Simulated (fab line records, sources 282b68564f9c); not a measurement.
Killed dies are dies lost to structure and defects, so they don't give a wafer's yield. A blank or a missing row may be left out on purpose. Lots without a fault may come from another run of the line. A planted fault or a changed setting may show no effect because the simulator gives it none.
A struck lot beside a sound one | flow rit_cmos | 44 steps out of a route of 202
Sound: wafers L922.1, L922.4, L922.5. Struck: wafers L937.1, L937.4, L937.6. The cause comes at the end.
At each step with rows: each side's tool, then ch and its chambers, then its first start. Under that, the readings that differ: sound wafers | struck wafers | difference of the means | sigmas: that difference in standard deviations of wafers without a fault.
alike: readings whose means differ by less than 2 such deviations, and words and numbers that are the same on both sides. not compared: withheld readings, readings that some wafer has no value for, bounds like >300 that may hide the same value, and numbers for which the record gives no deviation and whose values overlap.
The two part at a step that has a row with sigmas, a row that says differs or no value, or rows on one side only. Numbers that don't overlap but have no deviation are shown without sigmas and don't part them. A reading that every wafer of one side lacks parts them only if that side has two wafers or more.

first, 2 steps without rows for these wafers: RIT_PRETRO_HARDBAKE_07 (time 120 s); RIT_PRETRO_IMPLANT_08.
RIT_PRETRO_STRIP_09: strips in O2, time 180 s.
  sound on plasma_asher-02 ch 1, day 2 19:58; struck on plasma_asher-02 ch 0,1, day 6 05:58
  alike: chamber_pressure_mTorr, drypump_motor_current_A
  not compared: rf_hours_counter_h
RIT_PRETRO_TW_MEAS_10:
  sound on film_metro-04, day 2 20:09; struck on film_metro-04, day 6 06:09
  alike: PRETRO_TW
then, 5 steps without rows for these wafers: RIT_GATE_WET_ETCH_00 (etches SiO2 in BOE, target depth 56 nm, time 60 s); RIT_GATE_CLEAN_01 (cleans in SC1, time 600 s); RIT_GATE_CLEAN_02 (cleans in dHF, time 30 s); RIT_GATE_CLEAN_03 (cleans in SC2, time 600 s); RIT_GATE_CLEAN_04 (cleans in dHF, time 60 s).
RIT_FOX2_THK_MEAS_91:
  sound on film_metro-01, day 2 20:38; struck on film_metro-02, day 6 06:38
  alike: FIELD_OXIDE_LEFT_2_THK
then, 2 steps without rows for these wafers: RIT_GATE_OXIDATION_05 (target thk 3 nm, ox time 270 s); RIT_GATE_ANNEAL_06 (time 600 s).
RIT_GATE_THK_MEAS_07:
  sound on film_metro-02, day 3 01:08; struck on film_metro-02, day 6 17:13
  reading             | sound          | struck         | difference | sigmas
  GATE_OXIDE_THK (nm) | 3.01 3.04 3.07 | 5.42 5.58 5.56 | +2.48      | +40
  not compared: hold
RIT_GATE_CVD_08: deposits poly-Si from SiH4, target thk 250 nm, time 2220 s.
  sound on lpcvd-02 ch 0, day 3 01:44; struck on lpcvd-02 ch 0, day 6 22:14
  reading | sound | struck                                                                     | difference                   | sigmas
  hold    | - - - | await_dispo/5.0h/release await_dispo/5.0h/release await_dispo/5.0h/release | no value on the sound wafers |
  not compared: model.poly-Si_of_GATE_CVD_08.thk_nm
RIT_GATE_THK_MEAS_09:
  sound on film_metro-02, day 3 04:10; struck on film_metro-02, day 7 00:40
  alike: GATE_POLY_THK
then, 6 steps without rows for these wafers: RIT_GATE_HMDS_10 (prime time 60 s); RIT_GATE_COAT_11 (resist thk 850 nm); RIT_GATE_SOFTBAKE_12 (time 60 s); RIT_GATE_EXPOSE_13 (exposes mask M6, target cd 150 nm); RIT_GATE_PEB_14; RIT_GATE_DEVELOP_15 (develop time 50 s).
RIT_GATE_CD_MEAS_16: target cd 150 nm.
  sound on cd_sem-02, day 3 05:05; struck on cd_sem-02, day 7 01:34
  alike: cd_nm
RIT_GATE_OVL_MEAS_17:
  sound on overlay-01, day 3 05:12; struck on overlay-02, day 7 01:41
  alike: GATE_OVL
then, 1 step without rows for these wafers: RIT_GATE_HARDBAKE_18 (time 60 s).
RIT_GATE_ETCH_19: etches poly-Si in SF6/CHF3/O2, stops on SiO2, time 165 s, target depth 312.5 nm.
  sound on rie_si-01 ch 0,2, day 3 05:23; struck on rie_si-01 ch 0,1,2, day 7 01:52
  alike: chamber_pressure_mTorr, drypump_motor_current_A, oes_product_au, throttle_valve_pct
  not compared: rf_hours_counter_h, model.GATE.feature_depth_nm, model.etch.depth_nm
RIT_GATE_STRIP_20: strips in O2, time 180 s.
  sound on plasma_asher-04 ch 0,1, day 3 05:29; struck on plasma_asher-01 ch 0,1, day 7 01:59
  alike: chamber_pressure_mTorr, drypump_motor_current_A
  not compared: rf_hours_counter_h
RIT_GATE_CD_MEAS_90: target cd 150 nm.
  sound on cd_sem-02, day 3 05:40; struck on cd_sem-02, day 7 02:09
  alike: cd_nm
then, 4 steps without rows for these wafers: RIT_REOX_CLEAN_00 (cleans in SC1, time 600 s); RIT_REOX_CLEAN_01 (cleans in dHF, time 30 s); RIT_REOX_CLEAN_02 (cleans in SC2, time 600 s); RIT_REOX_OXIDATION_03 (target thk 25.2 nm, ox time 5580 s).
RIT_REOX_THK_MEAS_04:
  sound on film_metro-04, day 3 08:42; struck on film_metro-04, day 7 06:55
  alike: REOX_OXIDE_THK
then, 6 steps without rows for these wafers: RIT_NLDD_HMDS_00 (prime time 60 s); RIT_NLDD_COAT_01 (resist thk 1000 nm); RIT_NLDD_SOFTBAKE_02 (time 60 s); RIT_NLDD_EXPOSE_03 (exposes mask M7, target cd 40700 nm); RIT_NLDD_PEB_04; RIT_NLDD_DEVELOP_05 (develop time 50 s).
RIT_NLDD_OVL_MEAS_06:
  sound on overlay-02, day 3 09:44; struck on overlay-01, day 7 08:15
  alike: NLDD_OVL
then, 2 steps without rows for these wafers: RIT_NLDD_HARDBAKE_07 (time 60 s); RIT_NLDD_IMPLANT_08.
RIT_NLDD_STRIP_09: strips in O2, time 180 s.
  sound on plasma_asher-04 ch 0,1, day 3 10:04; struck on plasma_asher-04 ch 0,1, day 7 08:35
  alike: chamber_pressure_mTorr, drypump_motor_current_A
  not compared: rf_hours_counter_h
RIT_SDANNEAL_CLEAN_02: cleans in SC2, time 600 s.
  sound on wet_bench-02 ch 2, day 3 17:31; struck on wet_bench-01 ch 3, day 7 18:03
  reading                                  | sound             | struck          | difference | sigmas
  model.poly-Si_of_GATE_CVD_08.thk_nm (nm) | 166.1 165.8 169.9 | 165 162.7 165.6 | -3         |
RIT_M1_PROBE_99:
  sound on prober-01, day 4 01:17; struck on prober-01, day 8 02:45
  alike: killed_at_contacts, killed_at_front_end, killed_dies, killed_open, killed_short

WHERE THEY PART
First at RIT_GATE_THK_MEAS_07; last, within this record, at RIT_GATE_CVD_08. Later steps at which nothing parts them and some readings are alike: RIT_GATE_THK_MEAS_09, RIT_GATE_CD_MEAS_16, RIT_GATE_OVL_MEAS_17, RIT_GATE_ETCH_19, RIT_GATE_STRIP_20, RIT_GATE_CD_MEAS_90, RIT_REOX_THK_MEAS_04, RIT_NLDD_OVL_MEAS_06, RIT_NLDD_STRIP_09, RIT_M1_PROBE_99.

WHY: what the simulator had put in
Metrology matching offset: film_metro-02, from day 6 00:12 on, at RIT_GATE_THK_MEAS_07. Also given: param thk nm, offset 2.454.
